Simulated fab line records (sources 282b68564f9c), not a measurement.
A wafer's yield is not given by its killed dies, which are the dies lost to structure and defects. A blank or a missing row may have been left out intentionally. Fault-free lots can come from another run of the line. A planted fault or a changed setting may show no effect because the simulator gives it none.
Comparing a struck lot with a sound one | flow ritCmos | 26 out of 202 route steps
Sound: the wafers L594.1, L594.2, L594.3. The struck wafers were L600.2, L600.3, L600.4. The cause comes at the end.
Order at every step that has rows: each side's tool, ch and its chambers, its first start. Under that, the readings that differ: sound wafers | struck wafers | difference of the means | sigmas: that difference in standard deviations of wafers without a fault.
alike: words and numbers the same on both sides, and readings whose means are apart by under 2 such deviations; not compared: readings that were withheld, readings missing a value for some wafer, numbers with overlapping values and no deviation given by the record, and bounds like >300 which may hide the same value.
A row with sigmas, a row that says differs or no value, or rows on one side alone: a step with any of these is where the two part. Numbers that don't overlap but have no deviation are shown without sigmas and don't part them. A reading that every wafer of one side lacks parts them only if that side has two wafers or more.

first, 2 steps without rows for these wafers: RIT_REOX_CLEAN_02 (cleans in SC2, time 600 s); RIT_REOX_OXIDATION_03 (target thk 25.2 nm, ox time 5580 s).
RIT_REOX_THK_MEAS_04:
  sound on filmMetro-04, day 3 07:13; struck on filmMetro-02, day 4 14:29
  alike: REOX_OXIDE_THK
then, 6 steps without rows for these wafers: RIT_NLDD_HMDS_00 (prime time 60 s); RIT_NLDD_COAT_01 (resist thk 1000 nm); RIT_NLDD_SOFTBAKE_02 (time 60 s); RIT_NLDD_EXPOSE_03 (exposes mask M7, target cd 40700 nm); RIT_NLDD_PEB_04; RIT_NLDD_DEVELOP_05 (develop time 50 s).
RIT_NLDD_OVL_MEAS_06:
  sound on overlay-02, day 3 08:08; struck on overlay-02, day 4 15:31
  alike: NLDD_OVL
then, 2 steps without rows for these wafers: RIT_NLDD_HARDBAKE_07 (time 60 s); RIT_NLDD_IMPLANT_08.
RIT_NLDD_STRIP_09: strips in O2, time 180 s.
  sound on plasmaAsher-04 ch 0,1, day 3 08:28; struck on plasmaAsher-03 ch 0,1, day 4 15:51
  no value came back on the struck wafers for chamberPressureMTorr (mTorr), drypumpMotorCurrentA (A); on the sound wafers chamberPressureMTorr (mTorr) reads 3997 4001 4000
reading                                  | sound | struck            | difference | sigmas
model.NOVOLAK_of_NLDD_COAT_01.thkNm (nm) | 0 0 0 | 888.5 887.2 886.2 | +887.3     | 
  not compared: rfHoursCounterH
RIT_NLDD_TW_MEAS_10:
  sound on filmMetro-02, day 3 08:38; struck on filmMetro-02, day 4 16:02
  alike: NLDD_TW
then, 6 steps without rows for these wafers: RIT_PLDD_HMDS_00 (prime time 60 s); RIT_PLDD_COAT_01 (resist thk 1000 nm); RIT_PLDD_SOFTBAKE_02 (time 60 s); RIT_PLDD_EXPOSE_03 (exposes mask M8, target cd 40900 nm); RIT_PLDD_PEB_04; RIT_PLDD_DEVELOP_05 (develop time 50 s).
RIT_PLDD_OVL_MEAS_06:
  sound on overlay-01, day 3 09:49; struck on overlay-02, day 4 17:04
  alike: PLDD_OVL
then, 2 steps without rows for these wafers: RIT_PLDD_HARDBAKE_07 (time 60 s); RIT_PLDD_IMPLANT_08.
RIT_PLDD_STRIP_09: strips in O2, time 180 s.
  sound on plasmaAsher-01 ch 0,1, day 3 10:09; struck on plasmaAsher-03 ch 0,1, day 4 17:24
  alike: chamberPressureMTorr, drypumpMotorCurrentA
  not compared: rfHoursCounterH
RIT_PLDD_TW_MEAS_10:
  sound on filmMetro-01, day 3 10:20; struck on filmMetro-03, day 4 17:49
reading | sound          | struck   | difference | sigmas
PLDD_TW | 2392 2390 2391 | 30 30 30 | -2361      | -84
  not compared: hold
RIT_M1_PROBE_99:
  sound wafers here have rows in the record (prober-01, day 4 02:01); struck ones have none

== WHERE THEY PART ==
Last at RIT_M1_PROBE_99 as far as this record goes, first at RIT_NLDD_STRIP_09.

WHY: what the simulator had put in
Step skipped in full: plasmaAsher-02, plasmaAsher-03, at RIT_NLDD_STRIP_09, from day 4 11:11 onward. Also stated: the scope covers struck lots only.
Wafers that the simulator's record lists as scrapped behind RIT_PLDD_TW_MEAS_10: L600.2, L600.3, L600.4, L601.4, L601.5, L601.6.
